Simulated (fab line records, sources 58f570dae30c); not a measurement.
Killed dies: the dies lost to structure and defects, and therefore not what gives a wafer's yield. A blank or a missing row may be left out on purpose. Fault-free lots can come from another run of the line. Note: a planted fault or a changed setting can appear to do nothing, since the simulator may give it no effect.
What tool caused it? | flow berkeley-cmos170 | 13 lots with 39 wafers sampled at 2 steps, on a route of 331 steps

== WHAT EACH GAUGE READ, for each wafer ==
UCB170_NWELL_THK_MEAS_02. Usual: NWELL_OXIDE_THK 26.5 nm, standard deviation 0.49.
lot  | measured    | on            | NWELL_OXIDE_THK (nm) | flag
L697 | day 2 05:40 | film-metro-02 | 25.9 26.3 25.9       |
L699 | day 2 15:59 | film-metro-02 | 27.2 27.3 26.7       |
L700 | day 3 01:59 | film-metro-04 | 25.3 25.6 25.7       |
L707 | day 4 01:32 | film-metro-02 | 26.8 27.2 26.7       |
L709 | day 4 13:04 | film-metro-04 | 26.5 26.4 26.5       |
L713 | day 5 13:14 | film-metro-01 | 25.9 25.6 26.2       |
L714 | day 5 21:10 | film-metro-01 | 25.7 26.0 26.4       |
L715 | day 5 21:10 | film-metro-04 | 27.2 27.0 27.3       |
L717 | day 6 04:26 | film-metro-01 | 26.1 26.2 26.0       |
L716 | day 6 04:29 | film-metro-01 | 26.0 25.9 26.0       |
L718 | day 6 14:07 | film-metro-04 | 27.0 26.5 26.3       |
L719 | day 6 21:16 | film-metro-02 | 26.8 26.9 26.3       |
L720 | day 6 21:17 | film-metro-04 | 26.7 26.9 27.4       |

UCB170_PWELL_TW_MEAS_17. Usual: PWELL_TW 376, standard deviation 3.6.
lot  | measured    | on            | PWELL_TW    | flag
L697 | day 3 16:35 | film-metro-04 | 377 377 378 |
L699 | day 4 00:07 | film-metro-02 | 372 372 372 |
L700 | day 4 14:44 | film-metro-02 | 374 374 374 |
L707 | day 5 07:38 | film-metro-02 | 375 375 373 |
L709 | day 5 19:03 | film-metro-02 | 373 371 373 |
L713 | day 6 20:57 | film-metro-04 | 377 373 375 |
L714 | day 7 03:53 | film-metro-03 | 383 385 384 |
L715 | day 7 04:07 | film-metro-04 | 376 375 373 |
L717 | day 7 07:52 | film-metro-04 | 374 375 374 |
L716 | day 7 08:05 | film-metro-02 | 373 374 371 |
L718 | day 7 19:23 | film-metro-02 | 370 372 374 |
L719 | day 8 02:12 | film-metro-04 | 375 375 375 |
L720 | day 8 02:35 | film-metro-03 | 381 382 382 |

== TOOL THAT RAN EACH LOT (tool first, then ch and the chambers of the sampled wafers, then the start) ==
The record holds no process step before these readings.

== WHAT THE TOOLS THEMSELVES READ (means of the sampled wafers that have a number; where no wafer has one, the mark that the record gives instead) ==
The record holds no such reading with a usual standard deviation.

== THE ANSWER, worked out from the rows above alone ==
Rule: a lot is off if the mean of its wafers that have a number lies more than 3 standard deviations from the usual mean. A lot without any number at a reading at which 4 lots or more have one is off too. Any other lot the step has rows for is counted as sound. The gauges are gone through in route order, then the tools' own readings, and for those a lot's mean is taken as printed above. The first step at which some lot is off is used, and at that step the reading that is off furthest; a lot without a number counts as furthest.
Nothing can be told from this: no lot is off at any reading shown.

== WHAT WAS PUT IN BY THE SIMULATOR ==
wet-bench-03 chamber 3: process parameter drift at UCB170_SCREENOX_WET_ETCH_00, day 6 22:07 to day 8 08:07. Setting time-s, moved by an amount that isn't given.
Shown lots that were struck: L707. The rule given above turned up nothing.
